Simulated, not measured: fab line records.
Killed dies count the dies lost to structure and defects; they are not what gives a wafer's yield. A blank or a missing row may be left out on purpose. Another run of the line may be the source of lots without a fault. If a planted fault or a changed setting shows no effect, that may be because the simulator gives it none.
fab line records	flow rit_cmos
[record] lots = 5	wafers = 15	last_day = 5
route steps=202 shown M1@189
lots with no fault: from the same line, run without faults
start_h: hours from the record's first day to the start of the lot's first wafer shown	wait_h: hours since the lot's step before	" repeats the value in the row above	L1.1+2: several wafers, shown together as one row	- no value, or no start was given	* or withheld: withheld	< > ~ a bound
route shown NAME@n: names a module that has steps shown in the file, with the first one's number in the route	usual: the fault-free wafers' mean and standard deviation	same: alike in all rows	chamber/n: place in a boat	sites: per-site readings	_std_site: the values' standard deviation	_edge_site: outer sites' mean less inner sites'	radius_mm: how far each site lies from the wafer's centre	mask NAME#n: copy n	behind: tool/chamber where the wafer was last shaped	hold: what put the lot on hold/how long, in hours/how the hold closed	device: whichever transistor did not switch (one of n, p or np)	end of line: tests of these same wafers at the route's end	for a step that has no rows: nothing shown but its recipe	killed: count of dies lost to structure and defects at first sort (not the wafer's yield)	map: per-die view of a wafer (x killed, . not killed, _ where there is no die)
set.NAME: the run value of the setting; set.NAME@STEP: its run value at that earlier step	model.NAME: the simulator's own value behind a step, which no gauge read
lots at selected steps of the route; one table per step, one row per wafer
services: the hour from which a tool's chamber was out of use, counted from the record's first day as start_h (under 0 if before that day), plus the number of hours and why
[[steps]]
[step RIT_M1_SOFTBAKE_05]
[recipe] resist = NOVOLAK	temp_c = 90	time_s = 60
[usual] exhaust_pa = 44.8/0.94	heater_power_total_W = 34.57/0.047
[same] time_s = 60
lot.wafer	tool	chamber	start_h	wait_h	exhaust_pa	heater_power_total_W
L074.2	litho_track-04	0	64.73	0.1	44.2	34.61
L074.3	"	0	"	"	44.9	34.53
L074.5	"	0	"	"	44.3	34.55
L075.1	litho_track-04	0	65.18	0.1	45.2	34.52
L075.4	"	0	"	"	45.4	34.60
L075.6	"	0	"	"	45.8	34.56
L076.1	litho_track-04	0	66.92	0.1	46.0	34.61
L076.3	"	0	"	"	44.8	34.62
L076.6	"	0	"	"	46.3	34.58
L081.3	litho_track-02	0	94.32	0.1	44.8	34.49
L081.4	"	0	"	"	47.0	34.47
L081.5	"	0	"	"	46.4	34.49
L084.1	litho_track-04	0	109.83	0.1	44.1	34.52
L084.2	"	0	"	"	44.5	34.47
L084.5	"	0	"	"	44.2	34.60
[step RIT_M1_EXPOSE_06]
[recipe] mask_id = M12	na = 0.6	source_shape = conventional	sigma_outer = 0.5	target_cd_nm = 2600	dose_mj = 250
[usual] stage_vel_mm_s = 500.03/0.26
lot.wafer	tool	chamber	start_h	wait_h	mask	stage_vel_mm_s
L074.2	iline_stepper-01	0	65.00	0.2	M12#0	499.61
L074.3	"	0	"	"	M12#0	499.88
L074.5	"	0	"	"	M12#0	500.04
L075.1	iline_stepper-02	0	65.46	0.2	M12#0	499.88
L075.4	"	0	"	"	M12#0	499.66
L075.6	"	0	"	"	M12#0	499.98
L076.1	iline_stepper-02	0	67.07	0.1	M12#0	499.87
L076.3	"	0	"	"	M12#0	500.13
L076.6	"	0	"	"	M12#0	500.09
L081.3	iline_stepper-02	0	94.58	0.2	M12#0	500.04
L081.4	"	0	"	"	M12#0	500.18
L081.5	"	0	"	"	M12#0	500.59
L084.1	iline_stepper-01	0	110.10	0.2	M12#0	499.82
L084.2	"	0	"	"	M12#0	500.00
L084.5	"	0	"	"	M12#0	499.65
[step RIT_M1_PEB_07]
[recipe] resist = NOVOLAK	temp_c = withheld	time_s = withheld
[usual] exhaust_pa = 44.9/0.91
lot.wafer	tool	chamber	start_h	wait_h	exhaust_pa
L074.2	litho_track-02	0	65.28	0.3	43.8
L074.3	"	0	"	"	44.1
L074.5	"	0	"	"	44.4
L075.1	litho_track-04	0	65.58	0.1	46.0
L075.4	"	0	"	"	43.8
L075.6	"	0	"	"	44.9
L076.1	litho_track-04	0	67.18	0.1	45.3
L076.3	"	0	"	"	45.8
L076.6	"	0	"	"	44.4
L081.3	litho_track-01	0	94.71	0.1	44.0
L081.4	"	0	"	"	44.4
L081.5	"	0	"	"	45.3
L084.1	litho_track-04	0	110.22	0.1	45.3
L084.2	"	0	"	"	45.9
L084.5	"	0	"	"	45.6
[step RIT_M1_DEVELOP_08]
[recipe] resist = NOVOLAK	develop_time_s = 68	dev_temp_c = 23
[usual] exhaust_pa = 45.3/0.85
lot.wafer	tool	chamber	start_h	wait_h	exhaust_pa
L074.2	litho_track-02	0	-	-	44.1
L074.3	"	0	"	"	45.2
L074.5	"	0	"	"	45.1
L075.1	litho_track-04	0	-	-	45.8
L075.4	"	0	"	"	44.9
L075.6	"	0	"	"	46.2
L076.1	litho_track-04	0	-	-	44.5
L076.3	"	0	"	"	45.9
L076.6	"	0	"	"	46.5
L081.3	litho_track-01	0	-	-	45.1
L081.4	"	0	"	"	44.3
L081.5	"	0	"	"	45.1
L084.1	litho_track-04	0	-	-	44.8
L084.2	"	0	"	"	44.6
L084.5	"	0	"	"	44.9
[step RIT_M1_CD_MEAS_09]
[recipe] target_cd_nm = 2600
[usual] cd_nm = 2599.5/2.1
lot.wafer	tool	chamber	start_h	wait_h	cd_nm
L074.2	cd_sem-01	-	65.59	-	2602.1
L074.3	"	-	"	"	2601.5
L074.5	"	-	"	"	2600.9
L075.1	cd_sem-01	-	65.91	-	2599.5
L075.4	"	-	"	"	2599.9
L075.6	"	-	"	"	2597.1
L076.1	cd_sem-02	-	67.50	-	2601.2
L076.3	"	-	"	"	2599.7
L076.6	"	-	"	"	2600.6
L081.3	cd_sem-01	-	95.01	-	2597.4
L081.4	"	-	"	"	2596.0
L081.5	"	-	"	"	2596.2
L084.1	cd_sem-01	-	110.53	-	2601.0
L084.2	"	-	"	"	2601.5
L084.5	"	-	"	"	2601.2
[step RIT_M1_OVL_MEAS_10]
[usual] M1_OVL = 0.0/1.4
lot.wafer	tool	chamber	start_h	wait_h	M1_OVL[nm]
L074.2	overlay-02	-	65.69	0.1	-0.1
L074.3	"	-	"	"	-1.7
L074.5	"	-	"	"	-4.4
L075.1	overlay-01	-	66.03	0.1	-0.6
L075.4	"	-	"	"	0.4
L075.6	"	-	"	"	-0.5
L076.1	overlay-01	-	67.62	0.1	0.2
L076.3	"	-	"	"	0.0
L076.6	"	-	"	"	0.3
L081.3	overlay-01	-	95.10	0.1	2.4
L081.4	"	-	"	"	1.6
L081.5	"	-	"	"	3.5
L084.1	overlay-02	-	110.65	0.1	-0.6
L084.2	"	-	"	"	-0.6
L084.5	"	-	"	"	-2.8
[step RIT_M1_HARDBAKE_11]
[recipe] resist = NOVOLAK	temp_c = 140	time_s = 120
[usual] exhaust_pa = 45.0/0.86	heater_power_total_W = 52.03/0.061
[same] time_s = 120
lot.wafer	tool	chamber	start_h	wait_h	exhaust_pa	heater_power_total_W
L074.2	litho_track-02	0	65.77	0.1	44.8	51.97
L074.3	"	0	"	"	45.4	51.97
L074.5	"	0	"	"	45.2	52.01
L075.1	litho_track-04	0	66.07	0.0	45.9	51.95
L075.4	"	0	"	"	44.8	51.99
L075.6	"	0	"	"	46.2	52.00
L076.1	litho_track-02	0	67.65	0.0	44.1	52.10
L076.3	"	0	"	"	44.1	51.99
L076.6	"	0	"	"	44.9	52.04
L081.3	litho_track-02	0	95.36	0.3	45.0	52.02
L081.4	"	0	"	"	44.7	51.98
L081.5	"	0	"	"	45.7	52.02
L084.1	litho_track-04	0	110.69	0.0	44.8	51.95
L084.2	"	0	"	"	43.8	52.04
L084.5	"	0	"	"	46.1	52.15
[step RIT_M1_METAL_ETCH_12]
[recipe] stop_on = SiO2	chemistry = Cl2/BCl3	target = Al	time_s = 165	over_etch_frac = 0.5	pressure_mtorr = 100	target_depth_a = 6000	rf_w = 250	Cl2_flow_sccm = 60	bcl3_flow_sccm = 50
[usual] drypump_motor_current_A = 5.71/0.26	oes_product_au = 0.781/0.011	throttle_valve_pct = 8.26/0.13
[same] time_s = 165
lot.wafer	tool	chamber	start_h	wait_h	drypump_motor_current_A	oes_product_au	rf_hours_counter_h	throttle_valve_pct
L074.2	rie_metal-02	0	65.97	0.2	5.36	0.773	2.5	8.39
L074.3	"	0	"	"	5.38	0.767	-	8.40
L074.5	"	1	"	"	6.05	0.781	-	8.06
L075.1	rie_metal-03	1	66.32	0.2	5.81	0.775	0.6	8.33
L075.4	"	1	"	"	5.80	0.782	-	8.33
L075.6	"	0	"	"	5.18	0.766	-	8.44
L076.1	rie_metal-01	1	67.90	0.2	5.59	0.796	4.1	8.11
L076.3	"	0	"	"	5.90	0.783	-	8.24
L076.6	"	0	"	"	5.89	0.781	-	8.24
L081.3	rie_metal-03	0	95.58	0.2	5.20	0.775	-	8.43
L081.4	"	1	"	"	5.82	0.782	-	8.34
L081.5	"	1	"	"	5.81	0.787	-	8.33
L084.1	rie_metal-03	0	110.94	0.2	5.19	0.779	1.1	8.43
L084.2	"	1	"	"	5.82	0.789	1.1	8.32
L084.5	"	0	"	"	5.21	0.771	-	8.44
[step RIT_M1_STRIP_13]
[recipe] chemistry = nmp	resist = NOVOLAK	temp_c = 80	time_s = 600	dry = n2_spin
[same] time_s = 600
lot.wafer	tool	chamber	start_h	wait_h
L074.2+3+5	wet_bench-03	0	66.14	0.1
L075.1+4+6	wet_bench-04	1	66.48	0.1
L076.1+3+6	wet_bench-01	0	68.07	0.1
L081.3+4+5	wet_bench-03	0	95.69	0.1
L084.1+2+5	wet_bench-03	2	111.10	0.1
[step RIT_M1_STRIP_14]
[recipe] chemistry = O2	time_s = 180	platen_temp_c = withheld	power_w = 500	pressure_mtorr = 4000	o2_flow_sccm = 4000
[usual] drypump_motor_current_A = 5.6/0.56	o2_flow_sccm = 3998/11
[same] time_s = 180
lot.wafer	tool	chamber	start_h	wait_h	drypump_motor_current_A	o2_flow_sccm	rf_hours_counter_h
L074.2	plasma_asher-01	1	66.33	0.0	6.0	4006	38
L074.3	"	0	"	"	4.8	3991	-
L074.5	"	0	"	"	4.8	3982	-
L075.1	plasma_asher-03	0	66.66	0.0	6.4	3995	30
L075.4	"	1	"	"	5.9	3990	-
L075.6	"	0	"	"	6.4	4007	-
L076.1	plasma_asher-01	0	68.24	0.0	4.7	4007	39
L076.3	"	1	"	"	6.0	4007	-
L076.6	"	1	"	"	6.0	3973	-
L081.3	plasma_asher-01	1	95.95	0.1	6.1	3989	-
L081.4	"	0	"	"	4.7	3992	-
L081.5	"	0	"	"	4.8	3973	-
L084.1	plasma_asher-02	1	111.29	0.0	5.6	4000	44
L084.2	"	0	"	"	5.8	3992	44
L084.5	"	1	"	"	5.6	4008	-
[step RIT_M1_CD_MEAS_90]
[recipe] target_cd_nm = 2600
[usual] cd_nm = 2599.3/2.2
lot.wafer	tool	chamber	start_h	wait_h	cd_nm
L074.2	cd_sem-02	-	66.52	0.1	2599.9
L074.3	"	-	"	"	2601.1
L074.5	"	-	"	"	2600.6
L075.1	cd_sem-01	-	66.83	0.1	2599.3
L075.4	"	-	"	"	2598.8
L075.6	"	-	"	"	2597.4
L076.1	cd_sem-01	-	68.42	0.1	2601.9
L076.3	"	-	"	"	2599.8
L076.6	"	-	"	"	2600.5
L081.3	cd_sem-01	-	96.10	0.1	2598.1
L081.4	"	-	"	"	2595.8
L081.5	"	-	"	"	2593.8
L084.1	cd_sem-01	-	111.47	0.1	2603.1
L084.2	"	-	"	"	2602.2
L084.5	"	-	"	"	2603.3
[step RIT_M1_ANNEAL_15]
[recipe] temp_c = 450	time_s = 1800	ambient = forming_gas_H2N2
[same] time_s = 1800
lot.wafer	tool	chamber	start_h	wait_h
L074.2+3+5	furnace-02	0	66.62	0.1
L075.1+4+6	furnace-02	0	68.12	1.3
L076.1+3+6	furnace-02	0	69.62	1.2
L081.3+4+5	furnace-02	0	96.18	0.1
L084.1+2+5	furnace-02	0	111.59	0.1
[step RIT_M1_BOW_MEAS_16]
[recipe] mode = bow
[usual] M1_BOW = 17/7.1
lot.wafer	tool	chamber	start_h	wait_h	M1_BOW[um]
L074.2	film_metro-04	-	68.14	0.0	27
L074.3	"	-	"	"	8
L074.5	"	-	"	"	17
L075.1	film_metro-03	-	69.62	0.0	26
L075.4	"	-	"	"	16
L075.6	"	-	"	"	10
L076.1	film_metro-02	-	71.12	0.0	17
L076.3	"	-	"	"	23
L076.6	"	-	"	"	19
L081.3	film_metro-04	-	97.72	0.0	28
L081.4	"	-	"	"	17
L081.5	"	-	"	"	17
L084.1	film_metro-03	-	113.09	0.0	14
L084.2	"	-	"	"	6
L084.5	"	-	"	"	15
[step RIT_M1_PROBE_99]
[usual] defect_limited_yield = 97.5/1	killed_at_contacts = 0.0/0.22	killed_at_front_end = 6.6/2.7	killed_dies = 6.7/2.7	killed_open = 3.4/2	killed_short = 3.2/1.8	sort_bin_3_pad_short = 0.1/0.23	sort_bin_5_function = 1.4/0.68	sort_bin_6_memory = 1.0/0.62	sort_n_pass = 257.3/2.7	sort_yield_pct = 97.5/1
[same] gross_dies = 264	killed_at_M0_to_M3 = 0	killed_at_M4_up = 0	killed_at_back_side = 0	killed_at_other = 0
lot.wafer	tool	chamber	start_h	wait_h	defect_limited_yield[%]	killed_at_contacts	killed_at_front_end	killed_dies	killed_open	killed_short	sort_bin_3_pad_short[%]	sort_bin_5_function[%]	sort_bin_6_memory[%]	sort_n_pass	sort_yield_pct[%]
L074.2	prober-02	-	68.29	0.1	98.5	0	4	4	3	1	0	0.4	1.1	260.0	98.5
L074.3	prober-02	-	68.34	0.2	97.0	0	8	8	2	6	0	1.1	1.9	256.0	97.0
L074.5	prober-02	-	68.44	0.2	97.7	0	6	6	3	3	0	1.5	0.8	258.0	97.7
L075.1	prober-01	-	69.74	0.1	98.5	0	4	4	2	2	0	0.8	0.8	260.0	98.5
L075.4	prober-01	-	69.89	0.2	97.0	0	8	8	4	4	0	1.9	1.1	256.0	97.0
L075.6	prober-01	-	69.99	0.2	97.3	0	7	7	5	2	0	0.8	1.9	257.0	97.3
L081.3	prober-01	-	97.90	0.2	97.7	0	6	6	4	2	0	1.1	1.1	258.0	97.7
L081.4	prober-01	-	97.95	0.2	97.7	0	6	6	3	3	0	0.4	1.9	258.0	97.7
L081.5	prober-01	-	98.00	0.2	95.8	0	11	11	6	5	0	1.5	2.7	253.0	95.8
L084.1	prober-02	-	113.21	0.1	96.6	0	9	9	5	3	0.4	1.9	1.1	255.0	96.6
L084.2	prober-02	-	113.26	0.1	97.7	0	6	6	4	2	0	1.9	0.4	258.0	97.7
L084.5	prober-02	-	113.41	0.2	95.8	0	11	11	3	7	0.8	1.5	1.9	253.0	95.8
// killed by level:class
L074.2 SPACER:geometric_particle:open=2 FOX2:geometric_particle:short=1 GATE:geometric_particle:open=1
L074.3 GATE:geometric_particle:short=4 GATE:geometric_particle:open=2 REOX:geometric_particle:short=1 SILICIDE:geometric_particle:short=1
L074.5 SPACER:geometric_particle:short=2 SILICIDE:geometric_particle:open=2 SPACER:geometric_particle:open=1 SILICIDE:geometric_particle:short=1
L075.1 FOX1:geometric_particle:open=1 GATE:geometric_particle:short=1 SPACER:geometric_particle:short=1 SPACER:geometric_particle:open=1
L075.4 FOX1:geometric_particle:short=3 GATE:geometric_particle:open=3 FOX1:geometric_particle:open=1 GATE:geometric_particle:short=1
L075.6 FOX1:geometric_particle:open=2 FOX1:geometric_particle:short=1 GATE:geometric_particle:open=1 REOX:geometric_particle:open=1 REOX:geometric_particle:short=1 SPACER:geometric_particle:open=1
L081.3 GATE:geometric_particle:open=3 SILICIDE:geometric_particle:short=2 SILICIDE:geometric_particle:open=1
L081.4 GATE:geometric_particle:open=3 SILICIDE:geometric_particle:short=2 GATE:geometric_particle:short=1
L081.5 GATE:geometric_particle:short=3 FOX1:geometric_particle:open=2 SILICIDE:geometric_particle:open=2 SILICIDE:geometric_particle:short=2 FOX2:geometric_particle:open=1 GATE:geometric_particle:open=1
L084.1 FOX1:geometric_particle:open=2 GATE:geometric_particle:short=2 GATE:geometric_particle:open=1 REOX:geometric_particle:open=1 SPACER:geometric_particle:open=1 SILICIDE:geometric_particle:short=1 NSD:coat_microbubble_printed=1
L084.2 GATE:geometric_particle:open=3 FOX1:geometric_particle:short=1 SILICIDE:geometric_particle:short=1 SILICIDE:geometric_particle:open=1
L084.5 GATE:geometric_particle:short=4 FOX1:geometric_particle:short=2 GATE:geometric_particle:open=1 REOX:geometric_particle:open=1 SPACER:geometric_particle:open=1 SILICIDE:geometric_particle:short=1 NSD:coat_microbubble_printed=1
[[services]]
tool	chamber	start_h	hours	kind
iline_stepper-02	-	47.79	4.4	pm
plasma_asher-02	-	83.87	14.6	pm
rie_metal-01	-	90.10	0.4	repair
plasma_asher-01	-	103.33	0.4	repair
[[key]]
fault none
